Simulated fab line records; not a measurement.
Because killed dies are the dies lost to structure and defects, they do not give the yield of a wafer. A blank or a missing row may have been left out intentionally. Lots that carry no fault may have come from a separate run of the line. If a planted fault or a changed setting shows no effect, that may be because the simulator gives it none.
Split-lot trial | flow berkeley-cmos170 | on a route of 331 steps: 5 lots, 23 wafers read

## THE SPLIT ITSELF
At UCB170_NLDD_COAT_01 (resist thk 900 nm), the setting resist-thk-nm was moved away from the recipe's 900 nm on 4 of the 23 wafers read, by -2.9% to +1.7%. This setting was run at the recipe's value on the other wafers.

Reading taken at the split's own step.

## THE READING
KrF_of_NLDD_COAT_01.thk-nm (the simulator's own value, which no gauge read), in nm, at UCB170_NLDD_COAT_01 (resist thk 900 nm). The file gives no usual value for it. Average 903.5 nm, standard deviation 2 nm, over the 19 wafers here run with the recipe.

wafer  | tool, chamber at the split | resist-thk-nm as run, nm | against the recipe | KrF_of_NLDD_COAT_01.thk-nm, nm | against lot-mates on the recipe
L074.2 | litho-track-02, 0          | 900                      | recipe             | 904.8                          | -
L074.3 | litho-track-02, 0          | 900                      | recipe             | 902.4                          | -
L074.4 | litho-track-02, 0          | 900                      | recipe             | 904.3                          | -
L074.5 | litho-track-02, 0          | 900                      | recipe             | 906.6                          | -
L074.6 | litho-track-02, 0          | 900                      | recipe             | 906                            | -
L075.2 | litho-track-03, 0          | 874.3                    | -2.9%              | 878.8                          | -26.7
L075.3 | litho-track-03, 0          | 900                      | recipe             | 907.2                          | -
L075.4 | litho-track-03, 0          | 900                      | recipe             | 904.5                          | -
L075.5 | litho-track-03, 0          | 874.3                    | -2.9%              | 880.2                          | -25.3
L075.6 | litho-track-03, 0          | 900                      | recipe             | 904.9                          | -
L077.3 | litho-track-03, 0          | 900                      | recipe             | 901.6                          | -
L077.4 | litho-track-03, 0          | 900                      | recipe             | 901.1                          | -
L077.5 | litho-track-03, 0          | 900                      | recipe             | 902.9                          | -
L080.1 | litho-track-01, 0          | 915.5                    | +1.7%              | 919.7                          | +17.3
L080.2 | litho-track-01, 0          | 915.5                    | +1.7%              | 916.7                          | +14.3
L080.3 | litho-track-01, 0          | 900                      | recipe             | 903.4                          | -
L080.4 | litho-track-01, 0          | 900                      | recipe             | 904.6                          | -
L080.5 | litho-track-01, 0          | 900                      | recipe             | 899.3                          | -
L082.1 | litho-track-01, 0          | 900                      | recipe             | 904.1                          | -
L082.2 | litho-track-01, 0          | 900                      | recipe             | 902                            | -
L082.3 | litho-track-01, 0          | 900                      | recipe             | 902.6                          | -
L082.5 | litho-track-01, 0          | 900                      | recipe             | 901                            | -
L082.6 | litho-track-01, 0          | 900                      | recipe             | 902.8                          | -

THE FIT
A straight line over all 23 wafers: KrF_of_NLDD_COAT_01.thk-nm changes by +8.44 nm for each +1% of resist-thk-nm; r = +0.98; the points scatter about the line by 2 nm.
The same after taking each lot's own level away (the mean of its wafers on the recipe; 23 wafers): +9.13 nm for each +1%; r = +0.99; scatter 1.4 nm.
The reading moves by 26 nm for the largest change in resist-thk-nm, on that fit.
The lots' own levels span 901.87 to 905.53 nm, that is 1.8 times the standard deviation above.
Hence the lot-to-lot level has little effect on the slope; both slopes agree.
Check: -25.6 nm against its lot-mates is what the line predicts for one of the wafers moved furthest among these (-2.9%) when that wafer is left out of the fit. It came out at -26.7 nm against them.

## ADDITIONAL SPLITS CARRIED BY THESE WAFERS
Note: prior to the reading, these wafers also went through further splits. Each is held against what the fit with the lots' levels taken away leaves over:
other split on the same wafers | wafers away from the commonest value | r with KrF_of_NLDD_COAT_01.thk-nm (lot level and that fit taken away)
UCB170_GATE_COAT_07 spin-rpm   | 5                                    | -0.20

## THE WHOLE CHAIN: every reading that the file lists as answering this split, in the file's order
step                 | what it does      | reading                                                                     | change (the file's fit)              | r (the file's)
UCB170_NLDD_COAT_01  | resist thk 900 nm | KrF_of_NLDD_COAT_01.thk-nm (the simulator's own value, which no gauge read) | +9.13 nm for each +1% of the setting | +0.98
UCB170_NLDD_STRIP_10 | strips in O2      | strip-time-to-endpoint-s                                                    | withheld for each +1% of the setting | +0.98

## FILE'S OWN FIT
KrF_of_NLDD_COAT_01.thk-nm changes by +9.13 nm for each +1% of resist-thk-nm, r = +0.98.
